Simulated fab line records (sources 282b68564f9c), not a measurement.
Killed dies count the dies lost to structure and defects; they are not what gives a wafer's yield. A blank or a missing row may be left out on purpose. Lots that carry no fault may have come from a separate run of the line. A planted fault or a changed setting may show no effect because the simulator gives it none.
Tool commonality check    flow rit cmos    Sample size 14 lots and 42 wafers

## THE REASON FOR OPENING IT
2 of 14 lots carry a flag on the reading SPACER_NITRIDE_THK at RIT_SPACER_THK_MEAS_04. No-fault wafers: 249.7 nm, standard deviation 2.7.
Rule: a lot is flagged when every wafer of it that has a number lies more than 4 standard deviations from that mean, or none has a number. The rest of the lots are taken to be sound.

lot   measured     on             SPACER_NITRIDE_THK (nm), wafer by wafer  flag
L208  day 2 22:02  film metro-02  247.4 247.2 247.2                        
L209  day 3 03:23  film metro-04  248.8 250.1 249.2                        
L210  day 3 11:06  film metro-02  248.1 246.8 249.1                        
L212  day 3 17:47  film metro-02  248.0 250.2 250.3                        
L213  day 4 03:51  film metro-04  251.8 249.0 251.7                        
L214  day 4 05:01  film metro-02  248.3 245.7 250.1                        
L217  day 4 18:03  film metro-04  252.0 252.6 253.1                        
L218  day 5 02:46  film metro-03  250.8 251.2 251.9                        
L219  day 5 05:25  film metro-02  155.6 155.8 155.0                        FLAGGED
L220  day 5 11:23  film metro-04  149.6 152.2 152.1                        FLAGGED
L226  day 6 18:40  film metro-04  254.2 255.4 252.6                        
L227  day 6 23:38  film metro-03  254.3 253.9 252.0                        
L229  day 7 09:02  film metro-03  253.6 252.1 251.5                        
L231  day 7 19:53  film metro-02  247.3 247.9 246.3                        
The numbers of the flagged lots are 153.4 nm on average: -96.3 nm against the usual, or -36 standard deviations.

## WHICH TOOL EACH LOT WENT THROUGH
The record holds 1 process step before the reading, out of a route of 202 steps. Each cell gives the tool, then ch followed by the chambers the sampled wafers passed through, then the start.
lot   flag     RIT_SPACER_CVD_03
L208           lpcvd-02 ch 1, day 2 20:06
L209           lpcvd-02 ch 1, day 3 01:29
L210           lpcvd-01 ch 1, day 3 08:12
L212           lpcvd-01 ch 1, day 3 15:52
L213           lpcvd-02 ch 0, day 4 01:56
L214           lpcvd-01 ch 0, day 4 03:05
L217           lpcvd-02 ch 1, day 4 16:07
L218           lpcvd-02 ch 1, day 4 22:28
L219  FLAGGED  lpcvd-01 ch 0, day 5 03:29
L220  FLAGGED  lpcvd-01 ch 0, day 5 09:28
L226           lpcvd-02 ch 0, day 6 15:46
L227           lpcvd-02 ch 0, day 6 20:46
L229           lpcvd-02 ch 0, day 7 06:09
L231           lpcvd-02 ch 1, day 7 17:58
What these steps do:
- RIT_SPACER_CVD_03: deposits Si3N4 from SiH2Cl2/NH3, target thk 250 nm, time 3300 s.
- RIT_SPACER_THK_MEAS_04

## FLAGGED AGAINST TOTAL, ONE TOOL AT A TIME (gauges that did the reading follow at the end)
step                    tool           lots run  flagged  share of the flagged lots  sound lots run after its first flagged lot
RIT_SPACER_CVD_03       lpcvd-01       5         2        all                        0
RIT_SPACER_CVD_03       lpcvd-02       9         0        none                       -
RIT_SPACER_THK_MEAS_04  film metro-02  6         1        some                       1 (L231)
RIT_SPACER_THK_MEAS_04  film metro-03  3         0        none                       -
RIT_SPACER_THK_MEAS_04  film metro-04  5         1        some                       1 (L226)

## WHAT IS ALLOWED BY THE TABLE
1 row of the table ran every flagged lot: lpcvd-01 at RIT_SPACER_CVD_03.
- lpcvd-01 at RIT_SPACER_CVD_03: 2 of its 5 lots flagged. Last sound lot L214 at day 4 03:05, first flagged lot L219 at day 5 03:29; a fault beginning in between fits.
What remains is a single tool, lpcvd-01 at RIT_SPACER_CVD_03.

## WHAT HAD BEEN PUT IN BY THE SIMULATOR
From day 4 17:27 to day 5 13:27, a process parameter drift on lpcvd-01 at RIT_SPACER_CVD_03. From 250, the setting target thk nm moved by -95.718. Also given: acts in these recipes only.
Struck lots among those shown: L219, L220. The rule given above showed the same thing.
